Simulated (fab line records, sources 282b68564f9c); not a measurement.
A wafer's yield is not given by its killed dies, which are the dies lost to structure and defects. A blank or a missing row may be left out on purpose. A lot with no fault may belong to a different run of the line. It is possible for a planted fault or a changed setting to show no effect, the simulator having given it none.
Lot-split experiment + flow rit-cmos + 23 wafers read across 5 lots, on a route 202 steps long

SPLIT DETAILS
At RIT_FOX2_OXIDATION_00 (target thk 350.7 nm, ox time 1130 s), the setting ox-time-s was moved away from the recipe's 1130 s on 10 of the 23 wafers read, by +6.0% to +13.5%. This setting was run at the recipe's value on the other wafers.

Reading taken at the split's own step.

THE READING
SiO2_of_FOX2_OXIDATION_00.thk-nm (the simulator's own value, which no gauge read), in nm, at RIT_FOX2_OXIDATION_00 (target thk 350.7 nm, ox time 1130 s). The file gives no usual value for it. Across the 13 wafers here that went through the recipe, the average is 348.5 nm and the standard deviation 3.3 nm.

| wafer  | tool, chamber at the split | ox-time-s as run, s | against the recipe | SiO2_of_FOX2_OXIDATION_00.thk-nm, nm | against lot-mates on the recipe |
|--------|----------------------------|---------------------|--------------------|--------------------------------------|---------------------------------|
| L075.1 | furnace-01, 0              | 1130                | recipe             | 348.3                                | -                               |
| L075.2 | furnace-01, 0              | 1130                | recipe             | 353.6                                | -                               |
| L075.4 | furnace-01, 0              | 1130                | recipe             | 352.2                                | -                               |
| L077.1 | -, -                       | 1282                | +13.5%             | 375.9                                | no lot-mate on the recipe       |
| L077.3 | -, -                       | 1282                | +13.5%             | 371.6                                | no lot-mate on the recipe       |
| L077.4 | -, -                       | 1282                | +13.5%             | 376.4                                | no lot-mate on the recipe       |
| L077.5 | -, -                       | 1282                | +13.5%             | 379.1                                | no lot-mate on the recipe       |
| L077.6 | -, -                       | 1282                | +13.5%             | 379                                  | no lot-mate on the recipe       |
| L079.1 | -, -                       | 1198                | +6.0%              | 369.1                                | no lot-mate on the recipe       |
| L079.2 | -, -                       | 1198                | +6.0%              | 371.6                                | no lot-mate on the recipe       |
| L079.3 | -, -                       | 1198                | +6.0%              | 375.7                                | no lot-mate on the recipe       |
| L079.4 | -, -                       | 1198                | +6.0%              | 370.6                                | no lot-mate on the recipe       |
| L079.6 | -, -                       | 1198                | +6.0%              | 366.1                                | no lot-mate on the recipe       |
| L082.1 | -, -                       | 1130                | recipe             | 351                                  | -                               |
| L082.2 | -, -                       | 1130                | recipe             | 348.4                                | -                               |
| L082.4 | -, -                       | 1130                | recipe             | 348.8                                | -                               |
| L082.5 | -, -                       | 1130                | recipe             | 350.2                                | -                               |
| L082.6 | -, -                       | 1130                | recipe             | 348.6                                | -                               |
| L084.1 | -, -                       | 1130                | recipe             | 347.3                                | -                               |
| L084.2 | -, -                       | 1130                | recipe             | 351.9                                | -                               |
| L084.3 | -, -                       | 1130                | recipe             | 344.8                                | -                               |
| L084.5 | -, -                       | 1130                | recipe             | 341.3                                | -                               |
| L084.6 | -, -                       | 1130                | recipe             | 344.5                                | -                               |

FIT RESULTS
A straight line over all 23 wafers: SiO2_of_FOX2_OXIDATION_00.thk-nm changes by +2.2 nm for each +1% of ox-time-s; r = +0.92; the points scatter about the line by 5.3 nm.
Too few moved wafers with a lot-mate on the recipe to fit a line net of each lot's own level.

FILE'S OWN FIT
SiO2_of_FOX2_OXIDATION_00.thk-nm changes by +2.2 nm for each +1% of ox-time-s, r = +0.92.
